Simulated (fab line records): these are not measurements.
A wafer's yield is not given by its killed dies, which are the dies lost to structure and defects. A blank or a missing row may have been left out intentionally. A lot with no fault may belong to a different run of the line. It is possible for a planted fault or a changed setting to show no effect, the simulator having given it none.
Split-lot trial / flow berkeleyCmos170 / 23 wafers read across 5 lots, on a route 331 steps long

ON THE SPLIT
At UCB170_M2_EXPOSE_12 (exposes mask METAL2, target cd 700 nm), the setting doseMj was moved away from the recipe's 26 on 6 of the 23 wafers read, by -6.0% to +5.0%. For the rest of the wafers, this setting stayed at what the recipe calls for.

FROM THE SPLIT TO THE READING: what the file shows between them, 6 steps
- UCB170_M2_PEB_13
- UCB170_M2_DEVELOP_14: develop time 45 s
- UCB170_M2_CD_MEAS_15: target cd 700 nm
- UCB170_M2_ETCH_17: etches BARC in N2/H2
- UCB170_M2_METAL_ETCH_18: etches Al in Cl2/BCl3, stops on SiO2, target depth 1170 nm, time 195 s
- UCB170_M2_STRIP_19: strips in O2

THE READING
At UCB170_M2_CD_MEAS_90: cdNm in nanometres, against a target cd of 700 nm. On this fab line, fault-free wafers typically give 700 nm with a standard deviation of 3.9 nm.

wafer=L074.1; tool, chamber at the split=krfScanner-01, 0; doseMj as run=26; against the recipe=recipe; cdNm, nm=702; against lot-mates on the recipe=-
wafer=L074.2; tool, chamber at the split=krfScanner-01, 0; doseMj as run=26; against the recipe=recipe; cdNm, nm=707; against lot-mates on the recipe=-
wafer=L074.3; tool, chamber at the split=krfScanner-01, 0; doseMj as run=26; against the recipe=recipe; cdNm, nm=703; against lot-mates on the recipe=-
wafer=L074.4; tool, chamber at the split=krfScanner-01, 0; doseMj as run=27.31; against the recipe=+5.0%; cdNm, nm=698; against lot-mates on the recipe=-6
wafer=L074.5; tool, chamber at the split=krfScanner-01, 0; doseMj as run=27.31; against the recipe=+5.0%; cdNm, nm=694; against lot-mates on the recipe=-10
wafer=L078.1; tool, chamber at the split=krfScanner-02, 0; doseMj as run=26; against the recipe=recipe; cdNm, nm=705; against lot-mates on the recipe=-
wafer=L078.2; tool, chamber at the split=krfScanner-02, 0; doseMj as run=26; against the recipe=recipe; cdNm, nm=701; against lot-mates on the recipe=-
wafer=L078.6; tool, chamber at the split=krfScanner-02, 0; doseMj as run=26; against the recipe=recipe; cdNm, nm=702; against lot-mates on the recipe=-
wafer=L082.2; tool, chamber at the split=krfScanner-01, 0; doseMj as run=26; against the recipe=recipe; cdNm, nm=697; against lot-mates on the recipe=-
wafer=L082.3; tool, chamber at the split=krfScanner-01, 0; doseMj as run=26; against the recipe=recipe; cdNm, nm=699; against lot-mates on the recipe=-
wafer=L082.4; tool, chamber at the split=krfScanner-01, 0; doseMj as run=25.17; against the recipe=-3.2%; cdNm, nm=710; against lot-mates on the recipe=+11
wafer=L082.5; tool, chamber at the split=krfScanner-01, 0; doseMj as run=26; against the recipe=recipe; cdNm, nm=700; against lot-mates on the recipe=-
wafer=L082.6; tool, chamber at the split=krfScanner-01, 0; doseMj as run=25.17; against the recipe=-3.2%; cdNm, nm=709; against lot-mates on the recipe=+10
wafer=L080.1; tool, chamber at the split=krfScanner-02, 0; doseMj as run=26; against the recipe=recipe; cdNm, nm=701; against lot-mates on the recipe=-
wafer=L080.2; tool, chamber at the split=krfScanner-02, 0; doseMj as run=26; against the recipe=recipe; cdNm, nm=703; against lot-mates on the recipe=-
wafer=L080.3; tool, chamber at the split=krfScanner-02, 0; doseMj as run=26; against the recipe=recipe; cdNm, nm=700; against lot-mates on the recipe=-
wafer=L080.4; tool, chamber at the split=krfScanner-02, 0; doseMj as run=26; against the recipe=recipe; cdNm, nm=702; against lot-mates on the recipe=-
wafer=L080.6; tool, chamber at the split=krfScanner-02, 0; doseMj as run=26; against the recipe=recipe; cdNm, nm=704; against lot-mates on the recipe=-
wafer=L083.1; tool, chamber at the split=krfScanner-02, 0; doseMj as run=26; against the recipe=recipe; cdNm, nm=694; against lot-mates on the recipe=-
wafer=L083.2; tool, chamber at the split=krfScanner-02, 0; doseMj as run=26; against the recipe=recipe; cdNm, nm=694; against lot-mates on the recipe=-
wafer=L083.4; tool, chamber at the split=krfScanner-02, 0; doseMj as run=24.43; against the recipe=-6.0%; cdNm, nm=706; against lot-mates on the recipe=+13
wafer=L083.5; tool, chamber at the split=krfScanner-02, 0; doseMj as run=26; against the recipe=recipe; cdNm, nm=692; against lot-mates on the recipe=-
wafer=L083.6; tool, chamber at the split=krfScanner-02, 0; doseMj as run=24.43; against the recipe=-6.0%; cdNm, nm=705; against lot-mates on the recipe=+12

THE FIT
A straight line over all 23 wafers: cdNm changes by -1.11 nm for each +1% of doseMj; r = -0.58; the points scatter about the line by 4 nm.
The same after taking each lot's own level away (the mean of its wafers on the recipe; 23 wafers): -2.03 nm for each +1%; r = -0.93; scatter 2.1 nm.
According to that fit, moving doseMj by its largest amount changes the reading by 12 nm.
The span of the lots' own levels, 693.3 to 704.0 nm, comes to 2.7 times the standard deviation stated above.
So the lot-to-lot level blurs the effect unless lot-mates are compared.
Check: with one of the wafers moved furthest among these (-6.0%) left out of the fit, the line predicts +12.9 nm for it against its lot-mates. Against them it came out at +12.7 nm.

THE WHOLE CHAIN: every reading that the file lists as answering this split, in the file's order
step=UCB170_M2_CD_MEAS_15; what it does=target cd 700 nm; reading=cdNm; change (the file's fit)=-2 nm for each +1% of the setting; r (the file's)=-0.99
step=UCB170_M2_ETCH_17; what it does=etches BARC in N2/H2; reading=M2.cdNm (the simulator's own value, which no gauge read); change (the file's fit)=-2.08 nm for each +1% of the setting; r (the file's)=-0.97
step=UCB170_M2_CD_MEAS_90; what it does=target cd 700 nm; reading=cdNm; change (the file's fit)=-2.11 nm for each +1% of the setting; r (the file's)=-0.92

THE FILE'S OWN FIT
cdNm changes by -2.11 nm for each +1% of doseMj, r = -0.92.
